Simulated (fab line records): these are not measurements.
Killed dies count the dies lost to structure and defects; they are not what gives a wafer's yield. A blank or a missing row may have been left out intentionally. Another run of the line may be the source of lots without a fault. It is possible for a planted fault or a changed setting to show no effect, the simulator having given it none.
A lot that was struck, set against a sound lot + flow berkeley_cmos170 + 44 out of 331 route steps
Sound: wafers L407.2, L407.4, L407.5. The struck wafers were L409.1, L409.3, L409.4. Last of all comes the cause.
Order at every step that has rows: each side's tool, ch and its chambers, its first start. Under that, the readings that differ: sound wafers + struck wafers + difference of the means + sigmas: that difference in standard deviations of wafers without a fault.
alike: readings whose means differ by less than 2 such deviations, and words and numbers that are the same on both sides. not compared: withheld readings, readings that some wafer has no value for, bounds like >300 that may hide the same value, and numbers for which the record gives no deviation and whose values overlap.
A row with sigmas, a row that says differs or no value, or rows on one side alone: a step with any of these is where the two part. When numbers do not overlap yet have no deviation, they are printed without sigmas and do not part them. A reading missing from all wafers of one side parts the sides only when that side holds two or more wafers.

UCB170_GATE_STRIP_16: strips in O2.
  sound on plasma_asher-03 ch 0,1, day 8 00:35; struck on plasma_asher-03 ch 0,1, day 8 17:43
  alike: drypump_motor_current_A, oes_product_au
  not compared: rf_hours_counter_h
UCB170_GATE_CD_MEAS_90 targets a cd of 350 nm.
  sound on cd_sem-02 at day 8 00:42; struck on cd_sem-01 at day 8 17:49
  alike: cd_nm
then, 7 steps without rows for these wafers: UCB170_GATE_CLEAN_17 (cleans in SPM, time 600 s); UCB170_PLDD_HMDS_00 (prime time 60 s); UCB170_PLDD_COAT_01 (resist thk 900 nm); UCB170_PLDD_SOFTBAKE_02 (time 60 s); UCB170_PLDD_EXPOSE_03 (exposes mask PSELECT, target cd 1200 nm); UCB170_PLDD_PEB_04; UCB170_PLDD_DEVELOP_05 (develop time 45 s).
UCB170_PLDD_CD_MEAS_06 targets a cd of 1200 nm.
  sound on cd_sem-02 at day 8 01:59; struck on cd_sem-01 at day 8 19:12
  alike: cd_nm
UCB170_PLDD_OVL_MEAS_07:
  sound on overlay-02 at day 8 02:06; struck on overlay-02 at day 8 19:19
| reading       | sound    | struck | difference | sigmas |
|---------------|----------|--------|------------|--------|
| PLDD_OVL (nm) | -7 -6 -1 | 2 9 13 | +13        | +2     |
next, for these wafers, 1 step has no rows: UCB170_PLDD_IMPLANT_08.
UCB170_PLDD_IMPLANT_09:
  sound on implanter-01 ch 0, day 8 02:18; struck on implanter-03 ch 0, day 8 19:31
| reading                   | sound             | struck            | difference | sigmas |
|---------------------------|-------------------|-------------------|------------|--------|
| implant_ion_amu           | 49 49 49          | 11 11 11          | -38        |        |
| model.implant.rp_nm (nm)  | 9.752 9.752 9.752 | 33.58 33.58 33.58 | +23.83     |        |
| model.implant.drp_nm (nm) | 6.005 6.005 6.005 | 17.11 17.11 17.11 | +11.11     |        |
  alike: beam_energy_keV
UCB170_PLDD_STRIP_10: strips in O2.
  sound on plasma_asher-03 ch 0,1, day 8 02:26; struck on plasma_asher-01 ch 0,1, day 8 19:40
| reading                      | sound             | struck            | difference | sigmas |
|------------------------------|-------------------|-------------------|------------|--------|
| strip_time_to_endpoint_s (s) | 21.55 21.55 21.59 | 21.71 21.77 21.78 | +0.19      | +3     |
  alike: drypump_motor_current_A, oes_product_au
  not compared: rf_hours_counter_h
UCB170_PLDD_TW_MEAS_11:
  sound on film_metro-04 at day 8 02:32; struck on film_metro-03 at day 8 19:46
| reading | sound       | struck      | difference | sigmas |
|---------|-------------|-------------|------------|--------|
| PLDD_TW | 998 992 994 | 880 886 886 | -111       | -11    |
then, 7 steps without rows for these wafers: UCB170_PLDD_CLEAN_12 (cleans in SPM, time 600 s); UCB170_NLDD_HMDS_00 (prime time 60 s); UCB170_NLDD_COAT_01 (resist thk 907.7 nm); UCB170_NLDD_SOFTBAKE_02 (time 60 s); UCB170_NLDD_EXPOSE_03 (exposes mask NSELECT, target cd 1200 nm); UCB170_NLDD_PEB_04; UCB170_NLDD_DEVELOP_05 (develop time 45 s).
UCB170_NLDD_CD_MEAS_06 targets a cd of 1200 nm.
  sound on cd_sem-01 at day 8 04:14; struck on cd_sem-01 at day 8 20:59
  alike: cd_nm
UCB170_NLDD_OVL_MEAS_07:
  sound on overlay-02 at day 8 04:21; struck on overlay-02 at day 8 21:07
  alike: NLDD_OVL
then, 2 steps without rows for these wafers: UCB170_NLDD_IMPLANT_08; UCB170_NLDD_IMPLANT_09.
UCB170_NLDD_STRIP_10: strips in O2.
  sound on plasma_asher-02 ch 1, day 8 04:41; struck on plasma_asher-02 ch 0,1, day 8 21:27
  alike: drypump_motor_current_A, oes_product_au, strip_time_to_endpoint_s
  not compared: rf_hours_counter_h
UCB170_NLDD_TW_MEAS_11:
  sound on film_metro-02 at day 8 04:47; struck on film_metro-02 at day 8 21:33
  alike: NLDD_TW
then, 1 step without rows for these wafers: UCB170_NLDD_CLEAN_12 (cleans in SPM, time 600 s).
UCB170_SPACER_CVD_00: deposits SiO2 from TEOS/O2, target thk 376 nm, time 47 s.
  sound on pecvd-04 ch 0,2, day 8 05:01; struck on pecvd-03 ch 0,1,2, day 8 21:48
  alike: heater_power_w
UCB170_SPACER_THK_MEAS_01:
  sound on film_metro-01 at day 8 05:04; struck on film_metro-03 at day 8 21:50
  alike: SPACER_TEOS_THK
then, 1 step without rows for these wafers: UCB170_SPACER_ANNEAL_02 (time 1800 s).
UCB170_SPACER_ETCHBACK_03: etches SiO2 in CHF3/CF4/Ar, stops on Si, target depth 376 nm, time 100 s.
  sound on rie_diel-04 ch 0,1,3, day 8 10:17; struck on rie_diel-04 ch 0,1,2, day 9 03:58
  alike: drypump_motor_current_A, oes_product_au, throttle_valve_pct
  not compared: rf_hours_counter_h
then, 6 steps without rows for these wafers: UCB170_PSD_HMDS_00 (prime time 60 s); UCB170_PSD_COAT_01 (resist thk 900 nm); UCB170_PSD_SOFTBAKE_02 (time 60 s); UCB170_PSD_EXPOSE_03 (exposes mask PSELECT MOD, target cd 1200 nm); UCB170_PSD_PEB_04; UCB170_PSD_DEVELOP_05 (develop time 45 s).
UCB170_PSD_CD_MEAS_06 targets a cd of 1200 nm.
  sound on cd_sem-02 at day 8 11:33; struck on cd_sem-01 at day 9 05:53
| reading    | sound                | struck               | difference | sigmas |
|------------|----------------------|----------------------|------------|--------|
| cd_nm (nm) | 1197.8 1198.7 1198.0 | 1201.8 1202.9 1201.0 | +3.7       | +3     |
UCB170_PSD_OVL_MEAS_07:
  sound on overlay-02 at day 8 11:40; struck on overlay-02 at day 9 06:00
  alike: PSD_OVL
next, for these wafers, 1 step has no rows: UCB170_PSD_IMPLANT_08.
UCB170_SDANNEAL_RS_MEAS_04: measurement is done with a four-point probe.
  sound on film_metro-04 at day 8 17:36; struck on film_metro-04 at day 9 10:20
| reading          | sound                | struck            | difference | sigmas |
|------------------|----------------------|-------------------|------------|--------|
| PLDD_RS (ohm/sq) | 1029.1 1029.5 1029.6 | 931.4 932.7 930.3 | -97.9      | -34    |
UCB170_M3_PROBE_99:
  rows exist in the record for the struck wafers here (prober-02, day 10 08:26), but not for the sound ones

## WHERE THEY PART
Earliest at UCB170_PLDD_OVL_MEAS_07; latest, in this record, at UCB170_M3_PROBE_99.

WHY: what the simulator had put in
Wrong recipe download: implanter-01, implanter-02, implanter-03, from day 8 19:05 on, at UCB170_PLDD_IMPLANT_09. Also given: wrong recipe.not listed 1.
